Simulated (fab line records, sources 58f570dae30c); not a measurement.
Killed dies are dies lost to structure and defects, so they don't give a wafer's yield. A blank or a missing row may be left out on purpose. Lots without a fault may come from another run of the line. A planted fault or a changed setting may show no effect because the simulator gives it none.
Which tool did it? | flow berkeley_cmos170 | 6 lots, 18 wafers sampled, at 2 steps of a route of 331

WHAT THE GAUGES READ, wafer by wafer
UCB170_NWELL_THK_MEAS_05.
lot  | measured    | on            | NWELL_NITRIDE_THK (nm)
L821 | day 2 06:23 | film_metro-03 | 224.6 225.8 226.1
L823 | day 2 22:50 | film_metro-01 | 214.2 213.8 213.0
L837 | day 5 21:57 | film_metro-01 | 224.1 222.5 225.5
L839 | day 6 06:58 | film_metro-04 | 227.4 226.5 228.0
L841 | day 6 15:37 | film_metro-03 | 222.6 224.1 224.6
L843 | day 7 00:49 | film_metro-03 | 223.4 223.6 225.2

WHICH TOOL RAN EACH LOT (tool, then ch and the chambers of the sampled wafers, then the start)
lot  | UCB170_NWELL_CVD_04
L821 | lpcvd-02 ch 1, day 2 04:28
L823 | lpcvd-02 ch 0, day 2 20:54
L837 | lpcvd-01 ch 1, day 5 20:01
L839 | lpcvd-01 ch 0, day 6 05:01
L841 | lpcvd-02 ch 1, day 6 13:40
L843 | lpcvd-01 ch 0, day 6 22:52
- UCB170_NWELL_CVD_04: deposits Si3N4 from SiH2Cl2/NH3, target thk 224 nm, time 3360 s.

THE ANSWER, worked out from the rows above alone
Rule: what is usual is taken from the lots themselves. Put in order of their means at a reading, lots are off if they are a third of the lots or fewer, leave a main group of 4 or more, and stand apart from it by a gap of 3 or more times the standard deviation of the main group's means; of several such gaps the widest counts. A main group whose means are all the same, to the digits that the tables above print for the reading, isn't used. A lot without any number at a reading at which 4 lots or more have one is off too. The other lots that the step has rows for count as sound.
Off: L823, at UCB170_NWELL_THK_MEAS_05 (NWELL_NITRIDE_THK). The main group: mean 224.9 nm, standard deviation 1.3.
A tool fits if, at a process step before that reading, it ran every lot that is off, and no sound lot after the first of them. The gauges at UCB170_NWELL_THK_MEAS_05 are tried like those tools. None of those tried fits.

WHAT THE SIMULATOR HAD PUT IN
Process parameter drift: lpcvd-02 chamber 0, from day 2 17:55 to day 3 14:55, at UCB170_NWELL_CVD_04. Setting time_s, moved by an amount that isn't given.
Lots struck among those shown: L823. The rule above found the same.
